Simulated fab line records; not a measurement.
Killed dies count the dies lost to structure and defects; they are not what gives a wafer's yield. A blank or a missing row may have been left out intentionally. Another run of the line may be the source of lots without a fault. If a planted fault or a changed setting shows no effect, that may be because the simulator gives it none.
Which tool was responsible? || flow berkeley_cmos170 || Sampling: 13 lots, 39 wafers, 2 of 331 route steps

== WHAT EACH GAUGE READ, for each wafer ==
UCB170_GATE_CD_MEAS_12: target cd 350 nm. Usual: cd_nm reads 350.5 nm (standard deviation 1.7).
{"lot": "L648", "measured": "day 7 03:46", "on": "cd_sem-02", "cd_nm (nm)": "352.1 351.5 352.9", "flag": ""}
{"lot": "L652", "measured": "day 7 17:01", "on": "cd_sem-01", "cd_nm (nm)": "351.6 351.5 351.0", "flag": ""}
{"lot": "L649", "measured": "day 7 17:43", "on": "cd_sem-02", "cd_nm (nm)": "349.6 349.5 349.7", "flag": ""}
{"lot": "L651", "measured": "day 7 17:58", "on": "cd_sem-02", "cd_nm (nm)": "349.6 347.5 347.7", "flag": ""}
{"lot": "L653", "measured": "day 8 11:24", "on": "cd_sem-01", "cd_nm (nm)": "350.8 350.7 352.1", "flag": ""}
{"lot": "L656", "measured": "day 8 11:47", "on": "cd_sem-01", "cd_nm (nm)": "352.5 351.8 350.5", "flag": ""}
{"lot": "L657", "measured": "day 9 00:48", "on": "cd_sem-01", "cd_nm (nm)": "377.6 376.3 377.5", "flag": "OFF"}
{"lot": "L658", "measured": "day 9 01:04", "on": "cd_sem-01", "cd_nm (nm)": "351.8 349.7 350.1", "flag": ""}
{"lot": "L667", "measured": "day 11 08:55", "on": "cd_sem-01", "cd_nm (nm)": "349.9 349.4 348.1", "flag": ""}
{"lot": "L666", "measured": "day 11 09:01", "on": "cd_sem-02", "cd_nm (nm)": "351.1 350.6 351.2", "flag": ""}
{"lot": "L669", "measured": "day 11 09:14", "on": "cd_sem-02", "cd_nm (nm)": "348.9 349.1 348.0", "flag": ""}
{"lot": "L670", "measured": "day 11 16:35", "on": "cd_sem-01", "cd_nm (nm)": "351.2 351.5 351.4", "flag": ""}
{"lot": "L671", "measured": "day 11 16:52", "on": "cd_sem-02", "cd_nm (nm)": "347.3 347.4 348.6", "flag": ""}

== EACH LOT AND THE TOOL THAT RAN IT (in order: tool; ch and the chambers of the sampled wafers; start) ==
{"lot": "L648", "UCB170_GATE_EXPOSE_09": "krf_scanner-02 ch 0, day 7 03:10"}
{"lot": "L652", "UCB170_GATE_EXPOSE_09": "krf_scanner-02 ch 0, day 7 15:52"}
{"lot": "L649", "UCB170_GATE_EXPOSE_09": "krf_scanner-02 ch 0, day 7 16:30"}
{"lot": "L651", "UCB170_GATE_EXPOSE_09": "krf_scanner-02 ch 0, day 7 16:35"}
{"lot": "L653", "UCB170_GATE_EXPOSE_09": "krf_scanner-01 ch 0, day 8 10:55"}
{"lot": "L656", "UCB170_GATE_EXPOSE_09": "krf_scanner-01 ch 0, day 8 11:24"}
{"lot": "L657", "UCB170_GATE_EXPOSE_09": "krf_scanner-01 ch 0, day 9 00:05"}
{"lot": "L658", "UCB170_GATE_EXPOSE_09": "krf_scanner-02 ch 0, day 9 00:16"}
{"lot": "L667", "UCB170_GATE_EXPOSE_09": "krf_scanner-01 ch 0, day 11 08:11"}
{"lot": "L666", "UCB170_GATE_EXPOSE_09": "krf_scanner-02 ch 0, day 11 08:28"}
{"lot": "L669", "UCB170_GATE_EXPOSE_09": "krf_scanner-01 ch 0, day 11 08:48"}
{"lot": "L670", "UCB170_GATE_EXPOSE_09": "krf_scanner-01 ch 0, day 11 15:52"}
{"lot": "L671", "UCB170_GATE_EXPOSE_09": "krf_scanner-02 ch 0, day 11 16:11"}
- UCB170_GATE_EXPOSE_09: exposes mask POLY, target cd 350 nm.

== WHAT THE TOOLS THEMSELVES READ (means of the sampled wafers that have a number; where no wafer has one, the mark that the record gives instead) ==
UCB170_GATE_EXPOSE_09. Usual: focus_offset_nm reads 0.1 nm (standard deviation 0.48).
{"lot": "L648", "tool": "krf_scanner-02", "focus_offset_nm (nm)": 0.1, "flag": ""}
{"lot": "L652", "tool": "krf_scanner-02", "focus_offset_nm (nm)": 0.0, "flag": ""}
{"lot": "L649", "tool": "krf_scanner-02", "focus_offset_nm (nm)": 0.2, "flag": ""}
{"lot": "L651", "tool": "krf_scanner-02", "focus_offset_nm (nm)": -0.4, "flag": ""}
{"lot": "L653", "tool": "krf_scanner-01", "focus_offset_nm (nm)": 0.2, "flag": ""}
{"lot": "L656", "tool": "krf_scanner-01", "focus_offset_nm (nm)": 0.3, "flag": ""}
{"lot": "L657", "tool": "krf_scanner-01", "focus_offset_nm (nm)": -0.4, "flag": ""}
{"lot": "L658", "tool": "krf_scanner-02", "focus_offset_nm (nm)": 0.2, "flag": ""}
{"lot": "L667", "tool": "krf_scanner-01", "focus_offset_nm (nm)": 0.6, "flag": ""}
{"lot": "L666", "tool": "krf_scanner-02", "focus_offset_nm (nm)": 0.3, "flag": ""}
{"lot": "L669", "tool": "krf_scanner-01", "focus_offset_nm (nm)": 0.4, "flag": ""}
{"lot": "L670", "tool": "krf_scanner-01", "focus_offset_nm (nm)": 0.6, "flag": ""}
{"lot": "L671", "tool": "krf_scanner-02", "focus_offset_nm (nm)": -0.5, "flag": ""}

== THE ANSWER, worked out from the rows above alone ==
Rule: a lot counts as off when the mean over its wafers that have a number is more than 3 standard deviations away from the usual mean. A lot without any number at a reading at which 4 lots or more have one is off too. All remaining lots with rows at the step are treated as sound. First the gauges in route order, then the tools' own readings, where a lot's mean is used as printed above. At the first step where some lot is off, the reading lying furthest off is the one used; lots without a number count as furthest.
Off, at UCB170_GATE_CD_MEAS_12 on cd_nm: L657.
A tool fits if, at a process step before that reading, it ran every lot that is off, and no sound lot after the first of them. The gauges at UCB170_GATE_CD_MEAS_12 are tried like those tools. No candidate that was tried fits.

== WHAT THE SIMULATOR HAD PUT IN ==
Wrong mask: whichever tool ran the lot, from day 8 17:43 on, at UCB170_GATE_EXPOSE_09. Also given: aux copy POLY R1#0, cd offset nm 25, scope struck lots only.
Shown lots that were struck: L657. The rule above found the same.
